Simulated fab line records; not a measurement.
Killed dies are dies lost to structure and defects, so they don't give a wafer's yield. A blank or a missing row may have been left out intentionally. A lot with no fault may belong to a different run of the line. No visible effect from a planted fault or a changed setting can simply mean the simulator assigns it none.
Which of the tools did it? | flow berkeley cmos170 | 39 wafers from 13 lots sampled at 6 of the route's 331 steps

== WHAT EACH GAUGE READ, for each wafer ==
UCB170_M2_CD_MEAS_90 targets a cd of 700 nm. Usual: cd nm at 700.3 nm, with a standard deviation of 2.6.
lot  | measured     | on        | cd nm (nm)        | flag
L451 | day 9 11:35  | cd sem-01 | 699.1 697.4 697.7 |
L457 | day 11 08:20 | cd sem-01 | - - -             | OFF
L458 | day 11 08:43 | cd sem-01 | - - -             | OFF
L461 | day 11 21:08 | cd sem-01 | 700.2 699.4 703.1 |
L463 | day 12 14:14 | cd sem-01 | 699.2 700.7 699.8 |
L464 | day 12 15:01 | cd sem-02 | 700.0 698.1 701.8 |
L462 | day 12 16:32 | cd sem-02 | 699.6 697.9 703.4 |
L465 | day 12 23:24 | cd sem-01 | 703.9 702.1 702.7 |
L470 | day 13 23:19 | cd sem-02 | 700.5 704.8 701.6 |
L469 | day 14 01:32 | cd sem-01 | 697.0 697.1 698.4 |
L471 | day 14 11:14 | cd sem-02 | 702.6 702.5 705.6 |
L467 | day 14 11:22 | cd sem-01 | 698.8 701.8 701.0 |
L468 | day 14 12:18 | cd sem-01 | 703.3 702.1 702.8 |

== WHICH TOOL RAN EACH LOT (tool, then ch and the chambers of the sampled wafers, then the start) ==
lot  | UCB170_M1_STRIP_13                   | UCB170_V1_CMP_02              | UCB170_V1_ETCH_14                  | UCB170_M2_METAL_ETCH_18           | UCB170_M2_STRIP_19
L451 | plasma asher-04 ch 0,1, day 9 04:09  | cmp-02 ch 0,3, day 9 05:53    | rie diel-03 ch 1,3, day 9 08:42    | rie metal-04 ch 0,1, day 9 11:19  | plasma asher-02 ch 0,1, day 9 11:29
L457 | plasma asher-04 ch 0, day 11 01:31   | cmp-01 ch 1,2,3, day 11 03:34 | rie diel-04 ch 1,2, day 11 05:13   | rie metal-01 ch 0,1, day 11 08:02 | plasma asher-03 ch 0,1, day 11 08:13
L458 | plasma asher-03 ch 0,1, day 11 01:46 | cmp-02 ch 1,2,3, day 11 03:43 | rie diel-03 ch 0,1,2, day 11 05:39 | rie metal-02 ch 0,1, day 11 08:27 | plasma asher-01 ch 0,1, day 11 08:37
L461 | plasma asher-04 ch 0,1, day 11 14:13 | cmp-02 ch 1,2,3, day 11 16:02 | rie diel-04 ch 0,1,2, day 11 18:01 | rie metal-01 ch 0,1, day 11 20:50 | plasma asher-01 ch 0,1, day 11 21:02
L463 | plasma asher-03 ch 0,1, day 12 06:53 | cmp-02 ch 1,2,3, day 12 08:40 | rie diel-02 ch 2,3, day 12 11:26   | rie metal-01 ch 0,1, day 12 13:56 | plasma asher-02 ch 0,1, day 12 14:08
L464 | plasma asher-04 ch 0,1, day 12 06:56 | cmp-01 ch 0,1,2, day 12 10:00 | rie diel-04 ch 1,2,3, day 12 12:01 | rie metal-04 ch 0,1, day 12 14:43 | plasma asher-02 ch 0,1, day 12 14:55
L462 | plasma asher-04 ch 0,1, day 12 08:26 | cmp-02 ch 0,3, day 12 11:20   | rie diel-03 ch 0,1,2, day 12 13:07 | rie metal-02 ch 0,1, day 12 16:14 | plasma asher-03 ch 1, day 12 16:26
L465 | plasma asher-04 ch 0,1, day 12 16:59 | cmp-02 ch 1,2, day 12 18:46   | rie diel-03 ch 0,2,3, day 12 20:34 | rie metal-01 ch 0,1, day 12 23:07 | plasma asher-03 ch 0,1, day 12 23:18
L470 | plasma asher-03 ch 0,1, day 13 16:20 | cmp-02 ch 0,2, day 13 18:07   | rie diel-02 ch 1,2, day 13 20:13   | rie metal-04 ch 0,1, day 13 23:01 | plasma asher-01 ch 0,1, day 13 23:12
L469 | plasma asher-04 ch 0,1, day 13 18:40 | cmp-01 ch 0,1,3, day 13 20:37 | rie diel-02 ch 1,2, day 13 22:33   | rie metal-02 ch 0,1, day 14 01:14 | plasma asher-01 ch 0,1, day 14 01:25
L471 | plasma asher-03 ch 0,1, day 14 01:28 | cmp-02 ch 0,1,3, day 14 03:20 | rie diel-03 ch 1,2, day 14 07:02   | rie metal-04 ch 0,1, day 14 10:56 | plasma asher-02 ch 0,1, day 14 11:08
L467 | plasma asher-03 ch 1, day 14 02:20   | cmp-02 ch 0,1,3, day 14 04:34 | rie diel-02 ch 0,1, day 14 07:46   | rie metal-01 ch 0, day 14 11:04   | plasma asher-01 ch 1, day 14 11:14
L468 | plasma asher-02 ch 0, day 14 02:53   | cmp-02 ch 1,2,3, day 14 05:57 | rie diel-02 ch 0,1,3, day 14 09:23 | rie metal-01 ch 0,1, day 14 11:59 | plasma asher-02 ch 0,1, day 14 12:11
- UCB170_M1_STRIP_13: strips in O2.
- UCB170_V1_CMP_02: polishes SiO2.
- UCB170_V1_ETCH_14: etches SiO2 in CHF3/CF4/Ar, stops on Al, target depth 1250 nm, time 291 s.
- UCB170_M2_METAL_ETCH_18: etches Al in Cl2/BCl3, stops on SiO2, target depth 1170 nm, time 195 s.
- UCB170_M2_STRIP_19: strips in O2.

== WHAT THE TOOLS THEMSELVES READ (means of the sampled wafers that have a number; where no wafer has one, the mark that the record gives instead) ==
UCB170_M1_STRIP_13. Usual: drypump motor current A 5.5 A, standard deviation 0.35; o2 flow sccm 400.1 sccm, standard deviation 1.3; oes product au 0.721 a.u., standard deviation 0.0045.
lot  | tool            | drypump motor current A (A) | o2 flow sccm (sccm) | oes product au (a.u.) | flag
L451 | plasma asher-04 | 5.3                         | 399.6               | 0.718                 |
L457 | plasma asher-04 | 5.7                         | 398.8               | 0.719                 |
L458 | plasma asher-03 | 5.7                         | 400.1               | 0.719                 |
L461 | plasma asher-04 | 5.3                         | 398.5               | 0.730                 |
L463 | plasma asher-03 | 5.9                         | 398.9               | 0.721                 |
L464 | plasma asher-04 | 5.5                         | 399.2               | 0.721                 |
L462 | plasma asher-04 | 5.5                         | 400.0               | 0.721                 |
L465 | plasma asher-04 | 5.3                         | 400.8               | 0.718                 |
L470 | plasma asher-03 | 5.9                         | 400.4               | 0.723                 |
L469 | plasma asher-04 | 5.4                         | 401.5               | 0.724                 |
L471 | plasma asher-03 | 5.6                         | 401.0               | 0.718                 |
L467 | plasma asher-03 | 5.5                         | 400.0               | 0.716                 |
L468 | plasma asher-02 | 6.0                         | 401.6               | 0.723                 |

UCB170_V1_CMP_02. Usual: motor current A 16.1 A, standard deviation 1.8; platen rpm 60.00 rpm, standard deviation 0.038.
lot  | tool   | motor current A (A) | platen rpm (rpm) | flag
L451 | cmp-02 | 15.0                | 59.99            |
L457 | cmp-01 | 15.0                | 59.97            |
L458 | cmp-02 | 16.4                | 60.02            |
L461 | cmp-02 | 16.9                | 59.97            |
L463 | cmp-02 | 16.7                | 60.01            |
L464 | cmp-01 | 17.5                | 59.99            |
L462 | cmp-02 | 16.7                | 59.97            |
L465 | cmp-02 | 16.8                | 60.01            |
L470 | cmp-02 | 15.6                | 59.97            |
L469 | cmp-01 | 15.4                | 60.00            |
L471 | cmp-02 | 15.7                | 60.02            |
L467 | cmp-02 | 16.1                | 59.97            |
L468 | cmp-02 | 16.4                | 59.98            |

UCB170_V1_ETCH_14. Usual: CHF3_flow_sccm 44.99 sccm, standard deviation 0.13; cf4 flow sccm 15.00 sccm, standard deviation 0.043; drypump motor current A 5.5 A, standard deviation 0.39; oes product au 0.872 a.u., standard deviation 0.017; throttle valve pct 7.01 %, standard deviation 0.1.
lot  | tool        | CHF3_flow_sccm (sccm) | cf4 flow sccm (sccm) | drypump motor current A (A) | oes product au (a.u.) | throttle valve pct (%) | flag
L451 | rie diel-03 | 44.98                 | 14.99                | 5.2                         | 0.852                 | 7.11                   |
L457 | rie diel-04 | 44.89                 | 14.94                | 5.6                         | 0.872                 | 7.07                   |
L458 | rie diel-03 | 44.98                 | 15.01                | 5.7                         | 0.874                 | 6.94                   |
L461 | rie diel-04 | 44.94                 | 15.04                | 5.6                         | 0.885                 | 7.04                   |
L463 | rie diel-02 | 45.12                 | 15.02                | 5.3                         | 0.878                 | 7.08                   |
L464 | rie diel-04 | 44.93                 | 14.99                | 5.4                         | 0.869                 | 6.99                   |
L462 | rie diel-03 | 45.08                 | 14.99                | 5.7                         | 0.871                 | 6.93                   |
L465 | rie diel-03 | 45.08                 | 15.02                | 5.5                         | 0.857                 | 6.97                   |
L470 | rie diel-02 | 44.91                 | 15.04                | 5.6                         | 0.852                 | 6.97                   |
L469 | rie diel-02 | 44.91                 | 15.01                | 5.6                         | 0.856                 | 6.97                   |
L471 | rie diel-03 | 45.02                 | 15.05                | 5.4                         | 0.884                 | 6.98                   |
L467 | rie diel-02 | 45.10                 | 15.00                | 5.7                         | 0.869                 | 6.96                   |
L468 | rie diel-02 | 44.80                 | 14.97                | 5.5                         | 0.882                 | 7.01                   |

UCB170_M2_METAL_ETCH_18. Usual: bcl3 flow sccm 44.99 sccm, standard deviation 0.13; bias w 120.0 W, standard deviation 0.4; drypump motor current A 5.3 A, standard deviation 0.37; oes product au 0.851 a.u., standard deviation 0.014; throttle valve pct 24.46 %, standard deviation 0.17.
lot  | tool         | bcl3 flow sccm (sccm) | bias w (W) | drypump motor current A (A) | oes product au (a.u.) | throttle valve pct (%) | flag
L451 | rie metal-04 | 44.97                 | 119.7      | 5.0                         | 0.862                 | 24.34                  |
L457 | rie metal-01 | -                     | -          | -                           | -                     | -                      | OFF
L458 | rie metal-02 | -                     | -          | -                           | -                     | -                      | OFF
L461 | rie metal-01 | 45.12                 | 119.9      | 5.2                         | 0.839                 | 24.52                  |
L463 | rie metal-01 | 44.95                 | 120.0      | 5.2                         | 0.839                 | 24.53                  |
L464 | rie metal-04 | 44.86                 | 119.8      | 5.4                         | 0.867                 | 24.25                  |
L462 | rie metal-02 | 44.99                 | 120.3      | 5.6                         | 0.839                 | 24.50                  |
L465 | rie metal-01 | 45.03                 | 120.2      | 5.3                         | 0.848                 | 24.58                  |
L470 | rie metal-04 | 44.98                 | 119.7      | 5.4                         | 0.855                 | 24.23                  |
L469 | rie metal-02 | 44.89                 | 120.1      | 5.6                         | 0.842                 | 24.51                  |
L471 | rie metal-04 | 45.18                 | 120.0      | 5.0                         | 0.862                 | 24.35                  |
L467 | rie metal-01 | 45.04                 | 119.6      | 5.4                         | 0.859                 | 24.66                  |
L468 | rie metal-01 | 45.04                 | 120.4      | 5.3                         | 0.841                 | 24.60                  |

UCB170_M2_STRIP_19. Usual: drypump motor current A 5.75 A, standard deviation 0.29; o2 flow sccm 400.0 sccm, standard deviation 1.2; oes product au 0.544 a.u., standard deviation 0.01.
lot  | tool            | drypump motor current A (A) | o2 flow sccm (sccm) | oes product au (a.u.) | flag
L451 | plasma asher-02 | 5.52                        | 399.6               | 0.542                 |
L457 | plasma asher-03 | 5.67                        | 399.7               | 0.729                 | OFF
L458 | plasma asher-01 | 5.85                        | 399.4               | 0.730                 | OFF
L461 | plasma asher-01 | 5.88                        | 400.3               | 0.544                 |
L463 | plasma asher-02 | 5.52                        | 400.2               | 0.552                 |
L464 | plasma asher-02 | 5.75                        | 400.7               | 0.548                 |
L462 | plasma asher-03 | 5.48                        | 400.1               | 0.543                 |
L465 | plasma asher-03 | 5.65                        | 399.5               | 0.541                 |
L470 | plasma asher-01 | 5.86                        | 400.9               | 0.550                 |
L469 | plasma asher-01 | 5.85                        | 400.5               | 0.545                 |
L471 | plasma asher-02 | 5.78                        | 400.5               | 0.547                 |
L467 | plasma asher-01 | 5.87                        | 400.4               | 0.529                 |
L468 | plasma asher-02 | 5.53                        | 400.6               | 0.536                 |

== THE ANSWER, worked out from the rows above alone ==
Rule: take the mean of a lot's wafers that have a number; if it is more than 3 standard deviations from the usual mean, the lot is off. A lot without any number at a reading at which 4 lots or more have one is off too. The other lots that the step has rows for count as sound. The gauges are gone through in route order, then the tools' own readings, and for those a lot's mean is taken as printed above. At the first step where some lot is off, the reading lying furthest off is the one used; lots without a number count as furthest.
Off, at UCB170_M2_CD_MEAS_90 on cd nm: L457, L458. Without a number there: L457, L458.
If a tool, at a process step before that reading, ran all the lots that are off and no sound lot after the first of them, it fits. Not tried: the gauges at UCB170_M2_CD_MEAS_90; whatever is off there is also off at UCB170_M2_METAL_ETCH_18, on other tools, and gauge error can't account for it. Of those tried, none fits.

== WHAT THE SIMULATOR HAD INSERTED ==
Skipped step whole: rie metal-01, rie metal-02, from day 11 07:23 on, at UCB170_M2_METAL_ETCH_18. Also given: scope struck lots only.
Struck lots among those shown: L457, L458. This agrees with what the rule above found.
